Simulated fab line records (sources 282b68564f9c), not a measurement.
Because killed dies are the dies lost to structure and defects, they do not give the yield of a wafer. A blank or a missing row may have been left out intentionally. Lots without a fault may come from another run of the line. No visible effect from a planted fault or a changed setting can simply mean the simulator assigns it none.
fab line records -- flow rit_cmos
record lots=6, wafers=18, last_day=7
route steps=202 shown PLDD@159 NLDD@160 SILICIDE@161 CONTACT@168 M1@202
lots untouched by any fault: they come from a run of this same line in which no faults occurred
start_h: start of the lot's first displayed wafer, in hours after the record's first day -- wait_h: hours since the lot's step before -- " repeats the value in the row above -- L1.1+2: one row covering several wafers at once -- - no value present, or no start provided -- * or withheld: withheld -- < > ~ a bound
route shown NAME@n: a module of which the file shows steps, and the number in the route of the first -- usual: mean and standard deviation over wafers with no fault -- same: alike in all rows -- chamber/n: place in a boat -- sites: readings site by site -- _std_site: standard deviation of those values -- _edge_site: the outer-site mean with the inner-site mean subtracted -- radius_mm: how far each site lies from the wafer's centre -- mask NAME#n: copy n -- behind: the last tool/chamber to shape the wafer -- hold: reason for holding the lot/hours on hold/outcome of the hold -- device: names the non-switching transistor (n, p or np) -- end of line: the tests these same wafers got at the end of their route -- a step without rows: its recipe alone -- killed: count of dies lost to structure and defects at first sort (not the wafer's yield) -- map: a wafer's dies, marking killed ones x, the rest . and places with no die _
set.NAME: the run value of the setting; set.NAME@STEP: its run value at that earlier step -- model.NAME: the simulator's own value behind a step, which no gauge read
lots seen at some steps along the route; tables by step, rows by wafer
services: the hour from which a tool's chamber was out of use, counted from the record's first day as start_h (under 0 if before that day), plus the number of hours and why
## steps
# step RIT_SDANNEAL_RS_MEAS_06
# recipe thk_meas_gauge=four-point-probe
# usual PLDD_RS=178.7/0.43
lot.wafer,tool,chamber,start_h,wait_h,PLDD_RS[ohm/sq]
L778.1,film_metro-01,-,52.08,0.1,177.9
L778.2,film_metro-01,-,52.08,0.1,178.6
L778.3,film_metro-01,-,52.08,0.1,178.5
L780.1,film_metro-02,-,60.56,0.1,178.5
L780.5,film_metro-02,-,60.56,0.1,178.7
L780.6,film_metro-02,-,60.56,0.1,179.1
L784.2,film_metro-01,-,82.10,0.1,178.7
L784.4,film_metro-01,-,82.10,0.1,178.8
L784.5,film_metro-01,-,82.10,0.1,178.4
L790.1,film_metro-01,-,111.08,0.1,178.5
L790.4,film_metro-01,-,111.08,0.1,177.7
L790.5,film_metro-01,-,111.08,0.1,178.2
L794.1,film_metro-03,-,132.13,0.1,178.7
L794.3,film_metro-03,-,132.13,0.1,178.5
L794.4,film_metro-03,-,132.13,0.1,178.6
L800.1,film_metro-03,-,160.43,0.1,179.4
L800.2,film_metro-03,-,160.43,0.1,179.4
L800.6,film_metro-03,-,160.43,0.1,178.6
# step RIT_SDANNEAL_RS_MEAS_07
# recipe thk_meas_gauge=four-point-probe
# usual NLDD_RS=151.6/0.67
lot.wafer,tool,chamber,start_h,wait_h,NLDD_RS[ohm/sq]
L778.1,film_metro-01,-,52.20,0.1,152.2
L778.2,film_metro-01,-,52.20,0.1,152.1
L778.3,film_metro-01,-,52.20,0.1,152.1
L780.1,film_metro-02,-,60.68,0.1,152.1
L780.5,film_metro-02,-,60.68,0.1,151.8
L780.6,film_metro-02,-,60.68,0.1,151.7
L784.2,film_metro-01,-,82.22,0.1,151.0
L784.4,film_metro-01,-,82.22,0.1,151.2
L784.5,film_metro-01,-,82.22,0.1,151.2
L790.1,film_metro-01,-,111.20,0.1,151.2
L790.4,film_metro-01,-,111.20,0.1,151.1
L790.5,film_metro-01,-,111.20,0.1,151.4
L794.1,film_metro-03,-,132.25,0.1,150.3
L794.3,film_metro-03,-,132.25,0.1,150.6
L794.4,film_metro-03,-,132.25,0.1,150.7
L800.1,film_metro-03,-,160.55,0.1,151.3
L800.2,film_metro-03,-,160.55,0.1,151.3
L800.6,film_metro-03,-,160.55,0.1,151.9
# step RIT_SILICIDE_WET_ETCH_00
# recipe chemistry=BOE, target=SiO2, target_depth_nm=14, time_s=15, dry=n2_spin, dilution=10:1, temp_c=21.5
# step RIT_SILICIDE_SPUTTER_01
# recipe material=Ti, target_thk_nm=30, power_w=350, chamber_pressure_pa=0.667, gas=Ar, time_s=240, substrate_temp_c=25
# usual throttle_valve_pct=30.7/0.94
lot.wafer,tool,chamber,start_h,wait_h,throttle_valve_pct
L778.1,pvd_sputter-04,-,52.33,0.0,30.6
L778.2,pvd_sputter-04,-,52.33,0.0,29.4
L778.3,pvd_sputter-04,-,52.33,0.0,31.7
L780.1,pvd_sputter-01,-,60.81,0.0,32.0
L780.5,pvd_sputter-01,-,60.81,0.0,30.5
L780.6,pvd_sputter-01,-,60.81,0.0,29.6
L784.2,pvd_sputter-01,-,82.33,0.0,32.3
L784.4,pvd_sputter-01,-,82.33,0.0,30.2
L784.5,pvd_sputter-01,-,82.33,0.0,32.5
L790.1,pvd_sputter-01,-,111.34,0.0,30.3
L790.4,pvd_sputter-01,-,111.34,0.0,30.8
L790.5,pvd_sputter-01,-,111.34,0.0,30.3
L794.1,pvd_sputter-01,-,132.38,0.0,31.0
L794.3,pvd_sputter-01,-,132.38,0.0,30.4
L794.4,pvd_sputter-01,-,132.38,0.0,29.6
L800.1,pvd_sputter-01,-,160.68,0.0,32.2
L800.2,pvd_sputter-01,-,160.68,0.0,30.8
L800.6,pvd_sputter-01,-,160.68,0.0,32.4
# step RIT_SILICIDE_RS_MEAS_02
# recipe thk_meas_gauge=four-point-probe, reads=Ti_of_SILICIDE_SPUTTER_01
# usual SILICIDE_TI_RS=47.9/0.68
lot.wafer,tool,chamber,start_h,wait_h,SILICIDE_TI_RS[ohm/sq]
L778.1,film_metro-01,-,52.48,0.1,48.9
L778.2,film_metro-01,-,52.48,0.1,47.4
L778.3,film_metro-01,-,52.48,0.1,48.5
L780.1,film_metro-01,-,60.96,0.1,46.6
L780.5,film_metro-01,-,60.96,0.1,47.6
L780.6,film_metro-01,-,60.96,0.1,47.1
L784.2,film_metro-04,-,82.52,0.1,47.8
L784.4,film_metro-04,-,82.52,0.1,48.6
L784.5,film_metro-04,-,82.52,0.1,47.9
L790.1,film_metro-04,-,111.50,0.1,47.9
L790.4,film_metro-04,-,111.50,0.1,48.8
L790.5,film_metro-04,-,111.50,0.1,47.9
L794.1,film_metro-04,-,132.53,0.1,49.0
L794.3,film_metro-04,-,132.53,0.1,49.1
L794.4,film_metro-04,-,132.53,0.1,48.5
L800.1,film_metro-04,-,160.83,0.1,46.7
L800.2,film_metro-04,-,160.83,0.1,47.8
L800.6,film_metro-04,-,160.83,0.1,46.6
# step RIT_SILICIDE_THK_MEAS_03
# recipe thk_meas_gauge=xrf, reads=Ti_of_SILICIDE_SPUTTER_01
# usual SILICIDE_TI_THK=29.9/0.37
lot.wafer,tool,chamber,start_h,wait_h,SILICIDE_TI_THK[nm]
L778.1,film_metro-01,-,52.60,0.1,29.1
L778.2,film_metro-01,-,52.60,0.1,29.7
L778.3,film_metro-01,-,52.60,0.1,29.3
L780.1,film_metro-01,-,61.08,0.1,30.3
L780.5,film_metro-01,-,61.08,0.1,29.8
L780.6,film_metro-01,-,61.08,0.1,30.1
L784.2,film_metro-04,-,82.63,0.1,29.9
L784.4,film_metro-04,-,82.63,0.1,29.4
L784.5,film_metro-04,-,82.63,0.1,29.7
L790.1,film_metro-04,-,111.62,0.1,29.9
L790.4,film_metro-04,-,111.62,0.1,29.5
L790.5,film_metro-04,-,111.62,0.1,29.9
L794.1,film_metro-04,-,132.65,0.1,29.5
L794.3,film_metro-04,-,132.65,0.1,29.5
L794.4,film_metro-04,-,132.65,0.1,29.7
L800.1,film_metro-04,-,160.95,0.1,30.4
L800.2,film_metro-04,-,160.95,0.1,30.0
L800.6,film_metro-04,-,160.95,0.1,30.4
# step RIT_SILICIDE_RTA_04
# recipe temp_c=650, time_s=10, idle_temp_c=25, ramp_up_s=5, ramp_down_s=5, cool_to_c=25, ambient=N2
# usual wafer_temp_C_max=652.3/0.56
lot.wafer,tool,chamber,start_h,wait_h,wafer_temp_C_max
L778.1,rtp_anneal-02,0,52.66,0.1,652.5
L778.2,rtp_anneal-02,0,52.66,0.1,652.7
L778.3,rtp_anneal-02,0,52.66,0.1,652.9
L780.1,rtp_anneal-02,0,61.14,0.1,652.9
L780.5,rtp_anneal-02,0,61.14,0.1,652.2
L780.6,rtp_anneal-02,0,61.14,0.1,652.8
L784.2,rtp_anneal-02,0,82.69,0.1,652.7
L784.4,rtp_anneal-02,0,82.69,0.1,653.0
L784.5,rtp_anneal-02,0,82.69,0.1,652.3
L790.1,rtp_anneal-02,0,111.68,0.1,652.5
L790.4,rtp_anneal-02,0,111.68,0.1,652.5
L790.5,rtp_anneal-02,0,111.68,0.1,652.4
L794.1,rtp_anneal-02,0,132.71,0.1,653.0
L794.3,rtp_anneal-02,0,132.71,0.1,653.1
L794.4,rtp_anneal-02,0,132.71,0.1,653.5
L800.1,rtp_anneal-02,0,161.01,0.1,652.5
L800.2,rtp_anneal-02,0,161.01,0.1,651.9
L800.6,rtp_anneal-02,0,161.01,0.1,652.0
# step RIT_SILICIDE_WET_ETCH_05
# recipe chemistry=SPM, target=Ti, temp_c=90, time_s=120, dry=n2_spin
# step RIT_SILICIDE_RTA_06
# recipe temp_c=750, time_s=10, idle_temp_c=25, ramp_up_s=5, ramp_down_s=10, cool_to_c=25, ambient=N2
# usual wafer_temp_C_max=752.7/0.64
lot.wafer,tool,chamber,start_h,wait_h,wafer_temp_C_max
L778.1,rtp_anneal-01,0,52.77,0.0,752.9
L778.2,rtp_anneal-01,0,52.77,0.0,752.5
L778.3,rtp_anneal-01,0,52.77,0.0,752.5
L780.1,rtp_anneal-01,0,61.25,0.0,752.2
L780.5,rtp_anneal-01,0,61.25,0.0,751.3
L780.6,rtp_anneal-01,0,61.25,0.0,751.4
L784.2,rtp_anneal-01,0,82.80,0.0,752.1
L784.4,rtp_anneal-01,0,82.80,0.0,751.7
L784.5,rtp_anneal-01,0,82.80,0.0,752.4
L790.1,rtp_anneal-01,0,111.79,0.0,752.0
L790.4,rtp_anneal-01,0,111.79,0.0,751.9
L790.5,rtp_anneal-01,0,111.79,0.0,752.5
L794.1,rtp_anneal-01,0,132.82,0.0,752.0
L794.3,rtp_anneal-01,0,132.82,0.0,751.8
L794.4,rtp_anneal-01,0,132.82,0.0,752.8
L800.1,rtp_anneal-01,0,161.12,0.0,752.0
L800.2,rtp_anneal-01,0,161.12,0.0,752.6
L800.6,rtp_anneal-01,0,161.12,0.0,752.3
# step RIT_CONTACT_CVD_00
# recipe material=SiO2, target_thk_nm=400, precursor=TEOS, temp_c=390, time_s=61, rf_w=408.7
# usual heater_power_w=352/75
lot.wafer,tool,chamber,start_h,wait_h,heater_power_w
L778.1,pecvd-02,2,52.84,0.1,447
L778.2,pecvd-02,0,52.84,0.1,459
L778.3,pecvd-02,1,52.84,0.1,286
L780.1,pecvd-04,2,61.32,0.1,348
L780.5,pecvd-04,1,61.32,0.1,368
L780.6,pecvd-04,0,61.32,0.1,222
L784.2,pecvd-02,0,82.86,0.0,471
L784.4,pecvd-02,1,82.86,0.0,283
L784.5,pecvd-02,0,82.86,0.0,480
L790.1,pecvd-04,1,111.86,0.1,360
L790.4,pecvd-04,1,111.86,0.1,267
L790.5,pecvd-04,0,111.86,0.1,257
L794.1,pecvd-01,1,132.89,0.1,282
L794.3,pecvd-01,2,132.89,0.1,347
L794.4,pecvd-01,2,132.89,0.1,352
L800.1,pecvd-02,2,161.18,0.1,468
L800.2,pecvd-02,1,161.18,0.1,242
L800.6,pecvd-02,2,161.18,0.1,471
# step RIT_CONTACT_THK_MEAS_01
# recipe reads=SiO2_of_CONTACT_CVD_00
# usual CONTACT_TEOS_THK=405/4.9
lot.wafer,tool,chamber,start_h,wait_h,CONTACT_TEOS_THK[nm]
L778.1,film_metro-03,-,52.89,0.0,405
L778.2,film_metro-03,-,52.89,0.0,397
L778.3,film_metro-03,-,52.89,0.0,405
L780.1,film_metro-04,-,61.37,0.0,394
L780.5,film_metro-04,-,61.37,0.0,405
L780.6,film_metro-04,-,61.37,0.0,404
L784.2,film_metro-02,-,82.92,0.0,395
L784.4,film_metro-02,-,82.92,0.0,409
L784.5,film_metro-02,-,82.92,0.0,407
L790.1,film_metro-03,-,111.91,0.0,399
L790.4,film_metro-03,-,111.91,0.0,403
L790.5,film_metro-03,-,111.91,0.0,401
L794.1,film_metro-03,-,132.94,0.0,402
L794.3,film_metro-03,-,132.94,0.0,400
L794.4,film_metro-03,-,132.94,0.0,407
L800.1,film_metro-02,-,161.23,0.0,405
L800.2,film_metro-02,-,161.23,0.0,403
L800.6,film_metro-02,-,161.23,0.0,411
# step RIT_CONTACT_HMDS_02
# recipe prime_time_s=60, prime_temp_c=140
# step RIT_CONTACT_COAT_03
# recipe resist=NOVOLAK, spin_rpm=3250, resist_thk_nm=1000
# usual chill_plate_temp_C=23.00/0.097
lot.wafer,tool,chamber,start_h,wait_h,chill_plate_temp_C,model.NOVOLAK_of_CONTACT_COAT_03.thk_nm
L778.1,litho_track-03,0,53.10,0.1,23.17,1003
L778.2,litho_track-03,0,53.10,0.1,22.97,1003
L778.3,litho_track-03,0,53.10,0.1,23.06,1003
L780.1,litho_track-03,0,61.58,0.1,22.87,199.5
L780.5,litho_track-03,0,61.58,0.1,23.00,200
L780.6,litho_track-03,0,61.58,0.1,23.03,199.4
L784.2,litho_track-03,0,83.15,0.1,23.01,199.4
L784.4,litho_track-03,0,83.15,0.1,22.96,199.4
L784.5,litho_track-03,0,83.15,0.1,23.00,199.5
L790.1,litho_track-02,0,112.12,0.1,22.83,994.1
L790.4,litho_track-02,0,112.12,0.1,22.90,993.7
L790.5,litho_track-02,0,112.12,0.1,22.88,993.7
L794.1,litho_track-04,0,133.15,0.1,22.85,1001
L794.3,litho_track-04,0,133.15,0.1,22.98,995.5
L794.4,litho_track-04,0,133.15,0.1,23.01,999
L800.1,litho_track-04,0,161.59,0.1,22.97,997.7
L800.2,litho_track-04,0,161.59,0.1,22.95,996.7
L800.6,litho_track-04,0,161.59,0.1,23.07,996.9
# step RIT_CONTACT_SOFTBAKE_04
# recipe resist=NOVOLAK, temp_c=90, time_s=60
# step RIT_CONTACT_EXPOSE_05
# recipe mask_id=M11, na=0.6, source_shape=conventional, sigma_outer=0.5, target_cd_nm=1000, dose_mj=250
# step RIT_CONTACT_PEB_06
# recipe resist=NOVOLAK, temp_c=withheld, time_s=withheld
# step RIT_CONTACT_DEVELOP_07
# recipe resist=NOVOLAK, develop_time_s=120, dev_temp_c=23
# step RIT_CONTACT_CD_MEAS_08
# recipe target_cd_nm=1000
# usual cd_nm=999.5/2.7
lot.wafer,tool,chamber,start_h,wait_h,cd_nm
L778.1,cd_sem-01,-,54.09,-,997.7
L778.2,cd_sem-01,-,54.09,-,998.7
L778.3,cd_sem-01,-,54.09,-,997.1
L780.1,cd_sem-01,-,62.52,-,1151.1
L780.5,cd_sem-01,-,62.52,-,1148.5
L780.6,cd_sem-01,-,62.52,-,1150.7
L784.2,cd_sem-01,-,84.08,-,1152.5
L784.4,cd_sem-01,-,84.08,-,1151.9
L784.5,cd_sem-01,-,84.08,-,1152.8
L790.1,cd_sem-01,-,112.94,-,1001.4
L790.4,cd_sem-01,-,112.94,-,1002.2
L790.5,cd_sem-01,-,112.94,-,1001.0
L794.1,cd_sem-02,-,134.09,-,999.0
L794.3,cd_sem-02,-,134.09,-,998.5
L794.4,cd_sem-02,-,134.09,-,998.7
L800.1,cd_sem-02,-,162.57,-,995.1
L800.2,cd_sem-02,-,162.57,-,994.6
L800.6,cd_sem-02,-,162.57,-,993.7
# step RIT_CONTACT_OVL_MEAS_09
# usual CONTACT_OVL=1.7/1.3
lot.wafer,tool,chamber,start_h,wait_h,CONTACT_OVL[nm]
L778.1,overlay-01,-,54.21,0.1,2.2
L778.2,overlay-01,-,54.21,0.1,1.9
L778.3,overlay-01,-,54.21,0.1,1.9
L780.1,overlay-01,-,62.64,0.1,1.8
L780.5,overlay-01,-,62.64,0.1,1.1
L780.6,overlay-01,-,62.64,0.1,1.0
L784.2,overlay-02,-,84.19,0.1,1.0
L784.4,overlay-02,-,84.19,0.1,2.7
L784.5,overlay-02,-,84.19,0.1,2.3
L790.1,overlay-01,-,113.06,0.1,2.7
L790.4,overlay-01,-,113.06,0.1,1.0
L790.5,overlay-01,-,113.06,0.1,2.8
L794.1,overlay-01,-,134.21,0.1,1.9
L794.3,overlay-01,-,134.21,0.1,2.3
L794.4,overlay-01,-,134.21,0.1,3.1
L800.1,overlay-01,-,162.69,0.1,-0.2
L800.2,overlay-01,-,162.69,0.1,0.2
L800.6,overlay-01,-,162.69,0.1,-0.9
# step RIT_CONTACT_HARDBAKE_10
# recipe resist=NOVOLAK, temp_c=140, time_s=60
# step RIT_CONTACT_ETCH_11
# recipe target_depth_a=4800, over_etch_frac=0.2, stop_on=TiSi2, chemistry=CHF3/CF4/Ar, target=SiO2, CHF3_flow_sccm=50, cf4_flow_sccm=10, Ar_flow_sccm=100, O2_flow_sccm=5, pressure_mtorr=100, rf_w=200, time_s=320
# usual O2_flow_sccm=5.002/0.015, drypump_motor_current_A=5.5/0.43, oes_product_au=0.989/0.016, throttle_valve_pct=8.85/0.13
lot.wafer,tool,chamber,start_h,wait_h,O2_flow_sccm,drypump_motor_current_A,oes_product_au,rf_hours_counter_h,throttle_valve_pct,model.NOVOLAK_of_CONTACT_COAT_03.thk_nm,model.CONTACT.cd_nm
L778.1,rie_diel-02,3,54.40,0.1,4.991,6.2,0.973,130,8.82,770.2,997.4
L778.2,rie_diel-02,2,54.40,0.1,5.026,5.5,1.008,67,8.95,771.6,998.9
L778.3,rie_diel-02,0,54.40,0.1,4.999,5.7,0.982,1,8.84,769.5,997.6
L780.1,rie_diel-01,1,62.83,0.1,5.015,5.9,0.972,65,8.93,62.02,1152
L780.5,rie_diel-01,3,62.83,0.1,4.987,5.0,0.972,-,9.01,67.42,1148
L780.6,rie_diel-01,0,62.83,0.1,5.000,4.8,0.989,-,9.02,59.35,1151
L784.2,rie_diel-03,3,84.37,0.1,5.001,5.9,0.993,137,8.70,67.1,1153
L784.4,rie_diel-03,2,84.37,0.1,5.000,5.3,0.999,35,8.80,64.11,1153
L784.5,rie_diel-03,0,84.37,0.1,5.016,5.6,0.991,-,8.57,64.52,1153
L790.1,rie_diel-01,1,113.24,0.1,4.976,5.9,0.968,66,8.94,760.1,1002
L790.4,rie_diel-01,3,113.24,0.1,5.006,5.0,0.971,50,8.99,766.3,1002
L790.5,rie_diel-01,0,113.24,0.1,4.976,4.8,0.990,-,9.03,759.5,1002
L794.1,rie_diel-02,2,134.40,0.1,4.996,5.5,1.004,68,8.96,769,998.8
L794.3,rie_diel-02,0,134.40,0.1,4.989,5.8,0.989,2,8.85,761.9,998.7
L794.4,rie_diel-02,3,134.40,0.1,4.991,6.2,0.976,132,8.82,766.8,998.3
L800.1,rie_diel-02,1,162.88,0.1,5.003,5.7,0.975,112,8.96,769.4,994.7
L800.2,rie_diel-02,2,162.88,0.1,5.002,5.4,1.010,69,8.95,767.1,994.6
L800.6,rie_diel-02,3,162.88,0.1,4.991,6.2,0.985,-,8.81,767,994
# step RIT_CONTACT_STRIP_12
# recipe chemistry=O2, time_s=180, resist=NOVOLAK, platen_temp_c=withheld, power_w=500, pressure_mtorr=4000, o2_flow_sccm=4000
# usual drypump_motor_current_A=5.7/0.43
lot.wafer,tool,chamber,start_h,wait_h,drypump_motor_current_A,rf_hours_counter_h
L778.1,plasma_asher-02,0,54.60,0.1,6.1,42
L778.2,plasma_asher-02,1,54.60,0.1,6.0,42
L778.3,plasma_asher-02,0,54.60,0.1,6.2,-
L780.1,plasma_asher-01,0,63.02,0.1,5.0,46
L780.5,plasma_asher-01,0,63.02,0.1,5.0,-
L780.6,plasma_asher-01,1,63.02,0.1,5.5,-
L784.2,plasma_asher-01,1,84.56,0.1,5.5,48
L784.4,plasma_asher-01,0,84.56,0.1,4.9,-
L784.5,plasma_asher-01,1,84.56,0.1,5.5,-
L790.1,plasma_asher-02,0,113.54,0.2,6.2,48
L790.4,plasma_asher-02,0,113.54,0.2,6.2,-
L790.5,plasma_asher-02,1,113.54,0.2,6.0,-
L794.1,plasma_asher-04,1,134.59,0.1,5.9,33
L794.3,plasma_asher-04,1,134.59,0.1,5.8,-
L794.4,plasma_asher-04,0,134.59,0.1,5.2,-
L800.1,plasma_asher-02,1,163.07,0.1,6.0,54
L800.2,plasma_asher-02,0,163.07,0.1,6.2,54
L800.6,plasma_asher-02,1,163.07,0.1,6.0,-
# step RIT_M1_PROBE_99
lot.wafer,tool,chamber,start_h,wait_h,model.etest.contact_to_gate.bv_left_v,model.etest.contact_to_gate.bv_right_v,model.etest.contact_nplus.rc_ohm,model.etest.contact_pplus.rc_ohm,model.etest.contact_ppoly.rc_ohm,model.etest.contact_npoly.rc_ohm
L778.1,prober-02,-,59.56,0.1,91.01,90.27,1.429,1.428,1.408,1.403
L778.2,prober-02,-,59.61,0.1,91.89,90.99,1.403,1.374,1.417,1.42
L778.3,prober-02,-,59.66,0.2,91.26,90.06,1.453,1.377,1.437,1.396
L780.1,prober-02,-,67.68,0.1,52.59,53.81,1.289,1.322,1.276,1.265
L780.5,prober-02,-,67.88,0.2,51.59,53.23,1.351,1.309,1.277,1.323
L780.6,prober-02,-,67.93,0.2,56.54,53.72,1.335,1.279,1.322,1.297
L784.2,prober-02,-,89.58,0.1,51.95,51.51,1.328,1.309,1.293,1.31
L784.4,prober-02,-,89.68,0.2,51.83,52.43,1.333,1.302,1.348,1.305
L784.5,prober-02,-,89.73,0.2,50.36,51.85,1.292,1.367,1.313,1.286
L790.1,prober-02,-,118.91,0.1,89.85,89.63,1.361,1.387,1.373,1.342
L790.4,prober-02,-,119.06,0.2,89.48,92.09,1.373,1.415,1.415,1.356
L790.5,prober-02,-,119.11,0.2,92.25,92.63,1.365,1.366,1.346,1.399
L794.1,prober-02,-,139.38,0.1,94.11,88.51,1.349,1.42,1.413,1.387
L794.3,prober-02,-,139.48,0.2,92.98,88.4,1.418,1.423,1.441,1.41
L794.4,prober-02,-,139.53,0.2,91.29,91.31,1.417,1.381,1.409,1.438
L800.1,prober-02,-,168.63,0.1,89.25,92.7,1.357,1.333,1.367,1.409
L800.2,prober-02,-,168.68,0.1,88.41,95.82,1.377,1.366,1.361,1.393
L800.6,prober-02,-,168.88,0.2,89.81,93.38,1.363,1.347,1.366,1.408
# killed by level:class
L778.1 GATE:geometric_particle:short=5 GATE:geometric_particle:open=1 SILICIDE:geometric_particle:short=1 REOX:geometric_particle:short=1 SPACER:geometric_particle:short=1 SPACER:geometric_particle:open=1
L778.2 GATE:geometric_particle:open=3 GATE:geometric_particle:short=2 REOX:geometric_particle:open=2 FOX2:geometric_particle:open=1 REOX:geometric_particle:short=1 SPACER:geometric_particle:short=1 SILICIDE:geometric_particle:open=1
L778.3 FOX1:geometric_particle:open=1 GATE:geometric_particle:short=1 REOX:geometric_particle:open=1 REOX:geometric_particle:short=1 SPACER:geometric_particle:short=1
L790.1 GATE:geometric_particle:open=3 SILICIDE:geometric_particle:short=2 FOX1:geometric_particle:open=1 FOX1:geometric_particle:short=1 FOX2:geometric_particle:open=1 GATE:geometric_particle:short=1 REOX:geometric_particle:open=1 SPACER:geometric_particle:short=1
L790.4 GATE:geometric_particle:open=3 FOX2:geometric_particle:open=2 GATE:geometric_particle:short=1 REOX:geometric_particle:open=1
L790.5 FOX2:geometric_particle:short=1 GATE:geometric_particle:open=1 SPACER:geometric_particle:short=1
L794.1 GATE:geometric_particle:open=2 FOX1:geometric_particle:open=1 FOX2:geometric_particle:open=1 REOX:geometric_particle:short=1
L794.3 FOX2:geometric_particle:open=4 FOX1:geometric_particle:open=3 FOX1:geometric_particle:short=1 GATE:geometric_particle:short=1 GATE:geometric_particle:open=1
L794.4 FOX1:geometric_particle:open=2 SPACER:geometric_particle:short=1 SILICIDE:geometric_particle:open=1
L800.1 SILICIDE:geometric_particle:short=2 FOX1:geometric_particle:open=1 FOX2:geometric_particle:open=1 GATE:geometric_particle:open=1 GATE:geometric_particle:short=1 SPACER:geometric_particle:open=1
L800.2 GATE:geometric_particle:short=2 FOX1:geometric_particle:open=1 FOX1:geometric_particle:short=1 SPACER:geometric_particle:short=1 CONTACT:coat_microbubble_printed=1
L800.6 GATE:geometric_particle:open=4 GATE:geometric_particle:short=3 FOX1:geometric_particle:short=1
## services
tool,chamber,start_h,hours,kind
plasma_asher-04,-,29.74,2.5,repair
rie_diel-01,3,32.95,7.7,repair
pvd_sputter-01,-,52.82,6.8,repair
rie_diel-03,-,54.63,2.8,pm
rie_diel-03,3,61.35,8.1,repair
pecvd-04,2,69.80,5.9,repair
pecvd-04,1,71.83,4.7,repair
rie_diel-01,-,76.42,1.5,repair
pecvd-04,-,90.00,2.8,pm
pecvd-01,2,93.09,5.5,repair
rie_diel-02,0,104.64,8.5,repair
plasma_asher-01,-,108.75,9.0,pm
plasma_asher-01,0,108.75,9.0,vent_cycle
plasma_asher-01,1,108.75,9.0,vent_cycle
rie_diel-01,-,124.38,4.3,pm
pecvd-01,-,127.16,0.8,pm
rie_diel-01,-,140.63,1.6,repair
rie_diel-01,1,142.43,10.3,repair
rie_diel-03,-,145.15,2.3,repair
pecvd-01,-,145.72,4.3,pm
rie_diel-02,3,147.65,4.9,repair
rie_diel-01,0,156.46,12.2,repair
rie_diel-01,3,157.23,10.8,repair
rie_diel-03,1,161.34,3.1,repair
## key
first_sign step=RIT_CONTACT_CD_MEAS_08, reading=cd_nm, direction=up, sigmas=57, usual=999.5, struck=1151.2
effect none on later readings
model_effect step=RIT_CONTACT_COAT_03, value=NOVOLAK_of_CONTACT_COAT_03.thk_nm, without=997.7, struck=199.5
model_effect step=RIT_CONTACT_ETCH_11, value=NOVOLAK_of_CONTACT_COAT_03.thk_nm, without=765.2, struck=64.09
model_effect step=RIT_M1_PROBE_99, value=etest.contact_to_gate.bv_left_v, without=90.22, struck=52.48
met_at RIT_CONTACT_COAT_03
struck_wafers L780.1,L780.5,L780.6,L784.2,L784.4,L784.5
sort_left_out L780.1,L780.5,L780.6,L784.2,L784.4,L784.5
tester_left_out L780,L784
onset_between 53.10 61.58
fault kind=process_parameter_drift, tool=litho_track-03, chamber=-, onset_h=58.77, steps=RIT_CONTACT_COAT_03, channel=resist_thk_nm, offset=-800, shape=step, end_h=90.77, acts_in=these_recipes_only, stated=1000
# tester_left_out: of these lots the tester's yield and bins aren't shown, on N5 and GAA mostly nor the transistor test; their killed dies are dies lost to structure and defects alone, not to doping, threshold or leakage, so they don't give the yield
# sort_left_out: the simulated sort isn't trusted on such a fault, so these wafers' sort isn't shown, and their yield isn't known
